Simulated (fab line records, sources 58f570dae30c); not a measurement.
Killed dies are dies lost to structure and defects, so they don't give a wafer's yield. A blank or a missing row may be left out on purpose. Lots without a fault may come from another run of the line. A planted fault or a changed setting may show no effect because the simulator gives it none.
fab line records | flow berkeley_cmos170
record lots=13 wafers=39 last_day=11
route steps=331 shown START@4 PVT@117 GATE@135 M3@316
lots that met no fault: from a run of the same line without faults
start_h: hours from the record's first day to the start of the lot's first wafer shown | wait_h: hours since the lot's step before | " the same as in the row above | L1.1+2: a row that stands for several wafers | - no value, or no start given | * or withheld: withheld | < > ~ a bound
route shown NAME@n: a module of which the file shows steps, and the number in the route of the first | usual: mean/standard deviation of fault-free wafers | same: alike in all rows | chamber/n: place in a boat | sites: the reading at each site | _std_site: their standard deviation | _edge_site: outer sites' mean less inner sites' | radius_mm: how far each site lies from the wafer's centre | mask NAME#n: copy n | behind: the tool/chamber that last shaped the wafer | hold: why the lot was held/for how many hours/how that ended | device: the transistor (n, p or np) that didn't switch | end of line: the same wafers' tests at the end of the route | a step without rows: its recipe alone | killed: dies lost to structure and defects at the first sort, not the wafer's yield | map: a wafer's dies, x killed, . not, _ none there
set.NAME: the setting as run; set.NAME@STEP: as run at that earlier step | model.NAME: the simulator's own value behind a step, which no gauge read
steps of the route over a sample of lots; a table a step, a row a wafer
services: from which hour (start_h, from the record's first day; less than 0 if before it) a tool's chamber was out of use, for how many hours, and why
## steps
# step UCB170_START_THK_MEAS_03
# recipe reads=SiO2_of_START_OXIDATION_02
# usual START_OXIDE_THK=20.3/0.37
# columns lot.wafer tool chamber start_h wait_h START_OXIDE_THK[nm]
L439.1 film_metro-02 - 20.40 0.0 20.4
L439.2 " - " " 20.3
L439.4 " - " " 20.4
L440.2 film_metro-02 - 24.46 0.0 20.5
L440.4 " - " " 20.5
L440.5 " - " " 20.3
L441.1 film_metro-02 - 30.13 0.0 20.2
L441.2 " - " " 20.4
L441.3 " - " " 20.4
L443.3 film_metro-03 - 38.94 0.0 20.6
L443.4 " - " " 21.1
L443.5 " - " " 20.3
L444.1 film_metro-02 - 45.23 0.0 19.6
L444.4 " - " " 19.9
L444.6 " - " " 19.7
L447.1 film_metro-01 - 59.00 0.0 20.4
L447.3 " - " " 20.4
L447.6 " - " " 20.5
L446.2 film_metro-02 - 59.01 0.0 20.3
L446.4 " - " " 20.3
L446.5 " - " " 20.4
L448.1 film_metro-01 - 63.98 0.0 20.0
L448.3 " - " " 19.7
L448.5 " - " " 19.7
L449.1 film_metro-02 - 68.53 0.0 20.2
L449.2 " - " " 20.1
L449.6 " - " " 20.5
L450.1 film_metro-01 - 76.29 0.0 20.1
L450.2 " - " " 20.2
L450.4 " - " " 20.0
L451.1 film_metro-01 - 79.29 0.0 20.1
L451.3 " - " " 20.1
L451.5 " - " " 19.4
L454.1 film_metro-02 - 95.43 0.1 20.4
L454.3 " - " " 20.5
L454.4 " - " " 20.6
L456.3 film_metro-02 - 105.88 0.0 20.5
L456.5 " - " " 20.7
L456.6 " - " " 20.6
# step UCB170_PVT_SOFTBAKE_02
# recipe resist=KrF temp_c=130 time_s=62.52
# usual plate_sensor_t_centre_C=131.41/0.011 plate_sensor_t_edge_C=131.53/0.01 softbake_temp_c=129.99/0.14
# columns lot.wafer tool chamber start_h wait_h plate_sensor_t_centre_C plate_sensor_t_edge_C softbake_temp_c
L439.1 litho_track-04 0 129.84 0.1 131.42 131.54 130.21
L439.2 " 0 " " 131.44 131.54 130.15
L439.4 " 0 " " 131.4 131.51 130.13
L440.2 litho_track-02 0 130.04 0.1 131.41 131.52 129.84
L440.4 " 0 " " 131.39 131.55 129.98
L440.5 " 0 " " 131.43 131.55 129.98
L441.1 litho_track-03 0 130.19 0.1 131.42 131.53 129.92
L441.2 " 0 " " 131.4 131.54 129.95
L441.3 " 0 " " 131.43 131.54 130.01
L444.1 litho_track-03 0 146.72 0.1 131.41 131.54 129.89
L444.4 " 0 " " 131.41 131.53 129.93
L444.6 " 0 " " 131.41 131.54 130.07
L443.3 litho_track-02 0 147.08 0.1 131.4 131.54 130.06
L443.4 " 0 " " 131.39 131.52 130.20
L443.5 " 0 " " 131.41 131.55 130.07
L447.1 litho_track-04 0 152.97 0.1 131.4 131.54 129.94
L447.3 " 0 " " 131.41 131.53 130.21
L447.6 " 0 " " 131.39 131.55 130.11
L446.2 litho_track-02 0 153.39 0.1 131.43 131.54 129.75
L446.4 " 0 " " 131.4 131.54 129.80
L446.5 " 0 " " 131.41 131.53 130.08
L448.1 litho_track-02 0 162.55 0.1 131.42 131.54 130.05
L448.3 " 0 " " 131.43 131.52 129.79
L448.5 " 0 " " 131.4 131.54 129.96
L449.1 litho_track-02 0 172.33 0.1 131.4 131.53 129.70
L449.2 " 0 " " 131.42 131.53 129.67
L449.6 " 0 " " 131.42 131.53 129.83
L454.1 litho_track-03 0 182.46 0.1 131.42 131.53 130.24
L454.3 " 0 " " 131.42 131.52 130.01
L454.4 " 0 " " 131.41 131.53 130.20
L450.1 litho_track-03 0 182.91 0.1 131.42 131.52 130.06
L450.2 " 0 " " 131.41 131.54 129.91
L450.4 " 0 " " 131.41 131.53 130.00
L451.1 litho_track-04 0 183.15 0.1 131.41 131.54 129.95
L451.3 " 0 " " 131.41 131.53 130.32
L451.5 " 0 " " 131.39 131.53 130.20
L456.3 litho_track-02 0 200.62 0.1 131.41 131.52 129.80
L456.5 " 0 " " 131.4 131.53 129.89
L456.6 " 0 " " 131.41 131.54 129.96
# step UCB170_GATE_EXPOSE_09
# recipe mask_id=POLY target_cd_nm=350 na=0.5 sigma_outer=0.6 source_shape=conventional dose_mj=21
# columns lot.wafer tool chamber start_h wait_h mask
L440.2+4+5 krf_scanner-02 0 146.35 - POLY#0
L439.1+2+4 krf_scanner-02 0 146.45 - POLY#0
L441.1+2+3 krf_scanner-02 0 146.56 - POLY#0
L444.1+4+6 krf_scanner-02 0 159.11 - POLY#0
L443.3+4+5 krf_scanner-01 0 159.63 - POLY#0
L446.2+4+5 krf_scanner-01 0 163.72 - POLY#0
L447.1+3+6 krf_scanner-02 0 163.94 - POLY#0
L448.1+3+5 krf_scanner-01 0 171.05 - POLY#0
L449.1+2+6 krf_scanner-02 0 189.52 - POLY#0
L451.1+3+5 krf_scanner-01 0 196.20 - POLY#0
L450.1+2+4 krf_scanner-02 0 196.45 - POLY#0
L454.1+3+4 krf_scanner-02 0 196.56 - POLY_R1#0
L456.3+5+6 krf_scanner-01 0 219.31 - POLY#0
# step UCB170_GATE_CD_MEAS_12
# recipe target_cd_nm=350
# usual cd_nm=350.2/1.3
# columns lot.wafer tool chamber start_h wait_h cd_nm
L440.2 cd_sem-02 - 146.77 - 348.1
L440.4 " - " " 347.3
L440.5 " - " " 348.5
L439.1 cd_sem-01 - 147.03 - 349.4
L439.2 " - " " 348.3
L439.4 " - " " 350.4
L441.1 cd_sem-01 - 147.30 - 350.4
L441.2 " - " " 351.2
L441.3 " - " " 350.1
L444.1 cd_sem-02 - 159.50 - 348.4
L444.4 " - " " 349.3
L444.6 " - " " 351.1
L443.3 cd_sem-01 - 160.21 - 349.1
L443.4 " - " " 350.2
L443.5 " - " " 350.6
L446.2 cd_sem-02 - 164.20 - 348.2
L446.4 " - " " 348.8
L446.5 " - " " 348.7
L447.1 cd_sem-01 - 164.35 - 350.7
L447.3 " - " " 350.1
L447.6 " - " " 350.4
L448.1 cd_sem-02 - 171.45 - 350.7
L448.3 " - " " 351.9
L448.5 " - " " 351.3
L449.1 cd_sem-02 - 190.12 - 350.7
L449.2 " - " " 351.0
L449.6 " - " " 350.8
L451.1 cd_sem-02 - 197.05 - 349.7
L451.3 " - " " 349.5
L451.5 " - " " 351.0
L450.1 cd_sem-02 - 197.32 - 348.3
L450.2 " - " " 350.7
L450.4 " - " " 350.2
L454.1 cd_sem-01 - 197.53 - 281.2
L454.3 " - " " 279.5
L454.4 " - " " 280.6
L456.3 cd_sem-02 - 219.71 - 349.7
L456.5 " - " " 348.8
L456.6 " - " " 348.3
# step UCB170_M3_STRIP_07
# recipe chemistry=O2 power_w=400 pressure_mtorr=3500 platen_temp_c=withheld o2_flow_sccm=400 overash_fraction=0.5
# usual drypump_motor_current_A=5.7/0.38 oes_product_au=0.735/0.0045 strip_time_to_endpoint_s=22.00/0.059
# columns lot.wafer tool chamber start_h wait_h drypump_motor_current_A oes_product_au rf_hours_counter_h strip_time_to_endpoint_s
L440.2 plasma_asher-02 0 182.40 0.1 6.2 0.731 42 22.05
L440.4 " 0 " " 6.3 0.737 - 22.02
L440.5 " 0 " " 6.3 0.740 - 21.96
L439.1 plasma_asher-04 0 183.51 0.1 5.3 0.736 41 22.09
L439.2 " 1 " " 5.9 0.741 41 22.04
L439.4 " 1 " " 6.0 0.731 - 22.06
L441.1 plasma_asher-04 0 186.83 0.1 5.3 0.731 41 22.04
L441.2 " 1 " " 5.9 0.732 41 22.04
L441.3 " 1 " " 5.9 0.725 - 22.03
L444.1 plasma_asher-02 1 198.20 0.1 5.8 0.738 44 22.01
L444.4 " 0 " " 6.2 0.737 - 22.00
L444.6 " 1 " " 5.8 0.732 - 22.05
L443.3 plasma_asher-01 0 198.53 0.1 6.0 0.727 - 21.97
L443.4 " 1 " " 5.2 0.734 - 22.03
L443.5 " 1 " " 5.1 0.744 - 22.00
L447.1 plasma_asher-04 0 205.22 0.1 5.3 0.733 44 22.01
L447.3 " 0 " " 5.3 0.742 - 22.03
L447.6 " 1 " " 6.0 0.727 - 22.12
L446.2 plasma_asher-01 0 205.79 0.1 6.0 0.739 54 22.02
L446.4 " 1 " " 5.2 0.734 - 22.07
L446.5 " 1 " " 5.2 0.733 - 22.02
L448.1 plasma_asher-01 1 212.90 0.1 5.2 0.725 55 21.92
L448.3 " 0 " " 6.0 0.734 - 21.99
L448.5 " 1 " " 5.2 0.735 - 21.87
L449.1 plasma_asher-02 1 234.45 0.1 5.8 0.734 46 22.13
L449.2 " 0 " " 6.2 0.741 46 22.10
L449.6 " 1 " " 5.8 0.731 - 22.13
L450.1 plasma_asher-01 0 239.71 0.1 6.0 0.732 58 22.10
L450.2 " 1 " " 5.1 0.737 58 22.08
L450.4 " 1 " " 5.1 0.733 - 22.05
L451.1 plasma_asher-02 0 239.98 0.1 6.2 0.730 47 21.99
L451.3 " 0 " " 6.2 0.733 - 22.07
L451.5 " 0 " " 6.2 0.737 - 22.01
L456.3 plasma_asher-04 1 255.51 0.1 6.0 0.731 - 22.01
L456.5 " 0 " " 5.3 0.740 - 22.00
L456.6 " 1 " " 5.9 0.738 - 21.96
## services
# columns tool chamber start_h hours kind
krf_scanner-01 - 106.65 1.3 pm
krf_scanner-01 - 124.81 0.8 pm
krf_scanner-01 - 125.65 33.6 repair
plasma_asher-02 - 151.98 11.8 pm
krf_scanner-02 - 159.35 1.3 pm
plasma_asher-02 - 200.08 15.6 pm
krf_scanner-02 - 203.73 0.8 pm
plasma_asher-02 - 215.68 2.8 pm
krf_scanner-02 - 219.97 0.8 pm
plasma_asher-01 - 243.59 14.6 pm
## key
first_sign step=UCB170_GATE_EXPOSE_09 reading=mask direction=changed
effect step=UCB170_GATE_CD_MEAS_12 reading=cd_nm direction=down sigmas=54 usual=350.2 struck=280.4
met_at UCB170_GATE_EXPOSE_09
struck_lots L454
later_rows_left_out L454.1,L454.3,L454.4
sort_left_out L454.1,L454.3,L454.4
tester_left_out L454
not_acting_at UCB170_START_THK_MEAS_03,UCB170_PVT_SOFTBAKE_02,UCB170_M3_STRIP_07
onset_between 196.45 196.56
fault kind=wrong_mask tool=any chamber=- onset_h=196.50 steps=UCB170_GATE_EXPOSE_09 aux_copy=POLY_R1#0 cd_offset_nm=-70 scope=struck_lots_only
# tester_left_out: of these lots the tester's yield and bins aren't shown, on N5 and GAA mostly nor the transistor test; their killed dies are dies lost to structure and defects alone, not to doping, threshold or leakage, so they don't give the yield
# sort_left_out: the simulated sort isn't trusted on such a fault, so these wafers' sort isn't shown, and their yield isn't known
# later_rows_left_out: the simulator's readings of these wafers behind a module that went badly wrong aren't trusted and aren't shown, but for the sort
